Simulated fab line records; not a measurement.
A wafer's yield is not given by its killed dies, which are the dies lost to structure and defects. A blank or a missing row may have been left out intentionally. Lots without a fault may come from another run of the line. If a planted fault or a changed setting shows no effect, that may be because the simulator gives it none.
Problem report, 8D (eight disciplines) form, completed by code | flow rit cmos | the parts of the form that need people (team, actions taken, sign-off) are left out

## 1. PROBLEM STATEMENT
Mean M1_AL_RS at RIT_M1_RS_MEAS_01: 0.0401 ohm/sq over 6 wafers in 2 lots; fault-free wafers: 0.0737 ohm/sq, standard deviation 0.0008. Relative to the usual mean, that is a shift of -42 standard deviations.
The step: measures by four-point-probe.
First observed at day 5 20:07: wafer L971.2, on film metro-04. At this step, 42 wafers from 14 lots have a number in the record. By rule, "out" or "out of limits" means more than 4 standard deviations away from the usual mean. The rest of the wafers with a number are treated as sound.

## 2. WHAT IT IS; WHAT IT IS NOT
question                    | is                           | is not
which readings at this step | M1_AL_RS                     | -
which lots                  | L971, L973                   | L960, L962, L963, L965, L966, L967, L969, L970, L974, L979, L981, L983
which wafers of those lots  | all that have a number       | -
read on which gauges        | film metro-02, film metro-04 | film metro-03
when                        | from day 5 20:07             | up to then (24 sound wafers); but 12 sound wafers of L974, L979, L981, L983 came after

## 3. SUSPECTS, AND WHAT RULES EACH OUT
Counting: any tool at a process step up to the reading is kept as a suspect provided that every lot that is out went through it and no sound lot did after the first of them.
- ruled out: the gauge at RIT_M1_RS_MEAS_01. Those wafers that are out were read across 2 gauges (film metro-02, film metro-04).
- pvd sputter-02 at RIT_M1_SPUTTER_00 (material Al, target thk 400 nm, time 500 s): kept. It ran every lot that is out, first L971 (day 5 19:48), and no sound lot after that; its last sound lot up to then is L969 (day 5 04:15).
Remaining after the count: pvd sputter-02 at RIT_M1_SPUTTER_00.

## 4. THE CAUSE (what the simulator had put in)
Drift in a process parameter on pvd sputter-02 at RIT_M1_SPUTTER_00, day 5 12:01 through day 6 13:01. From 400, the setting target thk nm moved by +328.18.
Only this tool survived the counting.

## 5. THE CHAIN OF EFFECTS, in route order
Rows list readings where the struck wafers' mean (over those with a number) sits beyond 3 standard deviations from the usual. Readings are gone through only where the record gives a usual standard deviation; hours: the median, over the lots, of the time from a lot's start at the first step in this table giving one to that lot's start at this step; sigmas: the change measured in usual standard deviations.
hours | step                 | reading              | usual         | on struck wafers | change  | sigmas
0     | RIT_M1_RS_MEAS_01    | M1_AL_RS             | 0.0737 ohm/sq | 0.0401           | -0.0336 | -42
0     | RIT_M1_THK_MEAS_02   | M1_AL_THK            | 399 nm        | 727              | +328    | +66
2     | RIT_M1_METAL_ETCH_12 | oes product au       | 0.773 a.u.    | 0.992            | +0.219  | +17
4     | RIT_M1_PROBE_99      | defect limited yield | 97.4 %        | 0.0              | -97.4   | -81
4     | RIT_M1_PROBE_99      | killed dies          | 7             | 264              | +257    | +78
4     | RIT_M1_PROBE_99      | killed on rim        | 1.9           | 70.0             | +68.1   | +49
4     | RIT_M1_PROBE_99      | sort_bin_5_function  | 1.5 %         | 98.7             | +97.2   | +99 or more
4     | RIT_M1_PROBE_99      | sort n pass          | 257           | 0                | -257    | -78
4     | RIT_M1_PROBE_99      | sort yield pct       | 97.4 %        | 0.0              | -97.4   | -81
The process steps in it:
- RIT_M1_METAL_ETCH_12: etches Al in Cl2/BCl3, stops on SiO2, time 165 s, target depth 600 nm.
- RIT_M1_PROBE_99

## 6. WHAT WOULD HAVE CAUGHT IT SOONER
In this record the first reading out of limits at a measuring or inspecting step was taken at day 5 20:07, 8 hours after the fault began at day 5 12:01.
Of the tool readings at RIT_M1_SPUTTER_00 for which the record gives a usual standard deviation, none was out on any struck wafer, so an alarm limit of 4 standard deviations on them would not have fired.
Of the lots that are out (2), L973 began RIT_M1_SPUTTER_00 on pvd sputter-02 after day 5 20:07. Putting the tool on hold at that point would have spared it.
